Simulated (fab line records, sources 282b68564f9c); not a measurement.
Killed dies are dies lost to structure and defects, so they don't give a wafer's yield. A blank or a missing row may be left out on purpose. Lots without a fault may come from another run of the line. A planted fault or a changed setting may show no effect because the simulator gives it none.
A struck lot beside a sound one | flow rit_cmos | 44 steps out of a route of 202
Sound: wafers L837.3, L837.5, L837.6. Struck: wafers L850.1, L850.3, L850.6. The cause comes at the end.
At each step with rows: each side's tool, then ch and its chambers, then its first start. Under that, the readings that differ: sound wafers | struck wafers | difference of the means | sigmas: that difference in standard deviations of wafers without a fault.
alike: readings whose means differ by less than 2 such deviations, and words and numbers that are the same on both sides. not compared: withheld readings, readings that some wafer has no value for, bounds like >300 that may hide the same value, and numbers for which the record gives no deviation and whose values overlap.
The two part at a step that has a row with sigmas, a row that says differs or no value, or rows on one side only. Numbers that don't overlap but have no deviation are shown without sigmas and don't part them. A reading that every wafer of one side lacks parts them only if that side has two wafers or more.

first, 4 steps without rows for these wafers: RIT_PLDD_SOFTBAKE_02 (time 60 s); RIT_PLDD_EXPOSE_03 (exposes mask M8, target cd 40900 nm); RIT_PLDD_PEB_04; RIT_PLDD_DEVELOP_05 (develop time 50 s).
RIT_PLDD_OVL_MEAS_06:
  sound on overlay-02, day 3 16:03; struck on overlay-02, day 6 07:57
  alike: PLDD_OVL
then, 2 steps without rows for these wafers: RIT_PLDD_HARDBAKE_07 (time 60 s); RIT_PLDD_IMPLANT_08.
RIT_PLDD_STRIP_09: strips in O2, time 180 s.
  sound on plasma_asher-02 ch 0,1, day 3 16:26; struck on plasma_asher-02 ch 0, day 6 08:17
  alike: chamber_pressure_mTorr, drypump_motor_current_A
  not compared: rf_hours_counter_h
RIT_PLDD_TW_MEAS_10:
  sound on film_metro-02, day 3 16:34; struck on film_metro-02, day 6 08:28
  alike: PLDD_TW
then, 3 steps without rows for these wafers: RIT_SPACER_CLEAN_00 (cleans in SC1, time 600 s); RIT_SPACER_CLEAN_01 (cleans in dHF, time 30 s); RIT_SPACER_CLEAN_02 (cleans in SC2, time 600 s).
RIT_SPACER_CVD_03: deposits Si3N4 from SiH2Cl2/NH3, target thk 250 nm, time 3226 s.
  sound on lpcvd-01 ch 1, day 3 17:01; struck on lpcvd-01 ch 0, day 6 08:55
  reading                                  | sound             | struck            | difference | sigmas
  sih2cl2_flow_sccm (sccm)                 | 59.77 59.82 59.84 | 71.91 72.01 71.97 | +12.15     | +71
  model.Si3N4_of_SPACER_CVD_03.thk_nm (nm) | 248.2 248.5 248.5 | 259.5 256.8 257.3 | +9.5       |
  alike: spike_tc_load_C
RIT_SPACER_THK_MEAS_04:
  sound on film_metro-01, day 3 19:54; struck on film_metro-02, day 6 10:50
  reading                 | sound             | struck            | difference | sigmas
  SPACER_NITRIDE_THK (nm) | 248.1 248.6 248.4 | 259.6 256.6 257.2 | +9.4       | +5
RIT_SPACER_ETCHBACK_05: etches Si3N4 in SF6/CHF3, stops on SiO2, target depth 250 nm, time 240 s.
  sound on rie_diel-03 ch 0,2,3, day 3 19:56; struck on rie_diel-01 ch 0,2,3, day 6 10:53
  reading                  | sound             | struck            | difference | sigmas
  model.etch.depth_nm (nm) | 248.2 248.5 248.5 | 259.5 256.8 257.3 | +9.5       |
  alike: CHF3_flow_sccm, chamber_pressure_mTorr, drypump_motor_current_A, oes_product_au, throttle_valve_pct
  not compared: rf_hours_counter_h
then, 2 steps without rows for these wafers: RIT_NSD_HMDS_00 (prime time 60 s); RIT_NSD_COAT_01 (resist thk 1000 nm).
RIT_NSD_SOFTBAKE_02: time 60.96 s.
  sound on litho_track-03 ch 0, day 3 20:26; struck on litho_track-03 ch 0, day 6 11:20
  alike: exhaust_pa, plate_sensor_t_centre_C, plate_sensor_t_edge_C
then, 3 steps without rows for these wafers: RIT_NSD_EXPOSE_03 (exposes mask M9, target cd 40700 nm); RIT_NSD_PEB_04; RIT_NSD_DEVELOP_05 (develop time 50 s).
RIT_NSD_OVL_MEAS_06:
  sound on overlay-01, day 3 21:05; struck on overlay-02, day 6 11:53
  alike: NSD_OVL
then, 2 steps without rows for these wafers: RIT_NSD_HARDBAKE_07 (time 60 s); RIT_NSD_IMPLANT_08.
RIT_NSD_STRIP_09: strips in O2, time 180 s.
  sound on plasma_asher-01 ch 0,1, day 3 21:28; struck on plasma_asher-01 ch 0,1, day 6 12:14
  alike: chamber_pressure_mTorr, drypump_motor_current_A
  not compared: rf_hours_counter_h
RIT_NSD_TW_MEAS_10:
  sound on film_metro-03, day 3 21:36; struck on film_metro-02, day 6 12:24
  alike: NSD_TW
then, 6 steps without rows for these wafers: RIT_PSD_HMDS_00 (prime time 60 s); RIT_PSD_COAT_01 (resist thk 1000 nm); RIT_PSD_SOFTBAKE_02 (time 60 s); RIT_PSD_EXPOSE_03 (exposes mask M10, target cd 40900 nm); RIT_PSD_PEB_04; RIT_PSD_DEVELOP_05 (develop time 50 s).
RIT_PSD_OVL_MEAS_06:
  sound on overlay-02, day 3 22:30; struck on overlay-02, day 6 13:26
  alike: PSD_OVL
then, 2 steps without rows for these wafers: RIT_PSD_HARDBAKE_07 (time 60 s); RIT_PSD_IMPLANT_08.
RIT_PSD_STRIP_09: strips in O2, time 180 s.
  sound on plasma_asher-02 ch 0,1, day 3 22:53; struck on plasma_asher-02 ch 0,1, day 6 13:46
  alike: chamber_pressure_mTorr, drypump_motor_current_A
  not compared: rf_hours_counter_h
RIT_PSD_TW_MEAS_10:
  sound on film_metro-01, day 3 23:01; struck on film_metro-02, day 6 13:57
  reading | sound          | struck         | difference | sigmas
  PSD_TW  | 3380 3351 3345 | 3428 3406 3428 | +62        | +2
then, 3 steps without rows for these wafers: RIT_SDANNEAL_CLEAN_00 (cleans in SC1, time 600 s); RIT_SDANNEAL_CLEAN_01 (cleans in dHF, time 30 s); RIT_SDANNEAL_CLEAN_02 (cleans in SC2, time 600 s).
RIT_SDANNEAL_RTA_03: time 5 s.
  sound on rtp_anneal-01 ch 0, day 3 23:28; struck on rtp_anneal-02 ch 0, day 6 14:49
  alike: anneal_temp_c_max, wafer_temp_C_max
RIT_SDANNEAL_RS_MEAS_04: measures by four-point-probe.
  sound on film_metro-02, day 3 23:32; struck on film_metro-03, day 6 14:53
  alike: PSD_RS
RIT_SILICIDE_WET_ETCH_00: etches SiO2 in BOE, target depth 14 nm, time 15 s.
  sound on wet_bench-01 ch 3, day 3 23:59; struck on wet_bench-03 ch 1, day 6 15:22
  reading                                  | sound             | struck            | difference | sigmas
  model.Si3N4_of_SPACER_CVD_03.thk_nm (nm) | 193.9 194.7 193.9 | 203.4 200.3 202.1 | +7.8       |
RIT_M1_PROBE_99:
  sound on prober-01, day 4 07:07; struck on prober-01, day 6 23:03
  reading                                 | sound             | struck            | difference | sigmas
  model.etest.diode_nplus_comb.cj_ff_um2  | 2.615 2.599 2.625 | 2.511 2.556 2.51  | -0.087     |
  model.etest.diode_nplus_pwell.cj_ff_um2 | 2.064 2.058 2.076 | 1.993 2.024 1.996 | -0.062     |
  alike: killed_at_contacts, killed_at_front_end, killed_dies, killed_open, killed_short
  not compared: model.etest.pplus_sal.width_nm, model.etest.nplus_sal.width_nm, model.etest.pwell_pinched.rs_ohm_sq, model.etest.nwell_pinched.rs_ohm_sq, model.etest.nmos_0p15.tox_inv_nm

WHERE THEY PART
First at RIT_SPACER_CVD_03; last, within this record, at RIT_PSD_TW_MEAS_10. Later steps at which nothing parts them and some readings are alike: RIT_SDANNEAL_RTA_03, RIT_SDANNEAL_RS_MEAS_04, RIT_M1_PROBE_99.

WHY: what the simulator had put in
Process parameter drift: lpcvd-01, from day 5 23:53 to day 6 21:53, at RIT_SPACER_CVD_03. Setting sih2cl2_flow_sccm, moved by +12, from 60. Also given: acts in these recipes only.
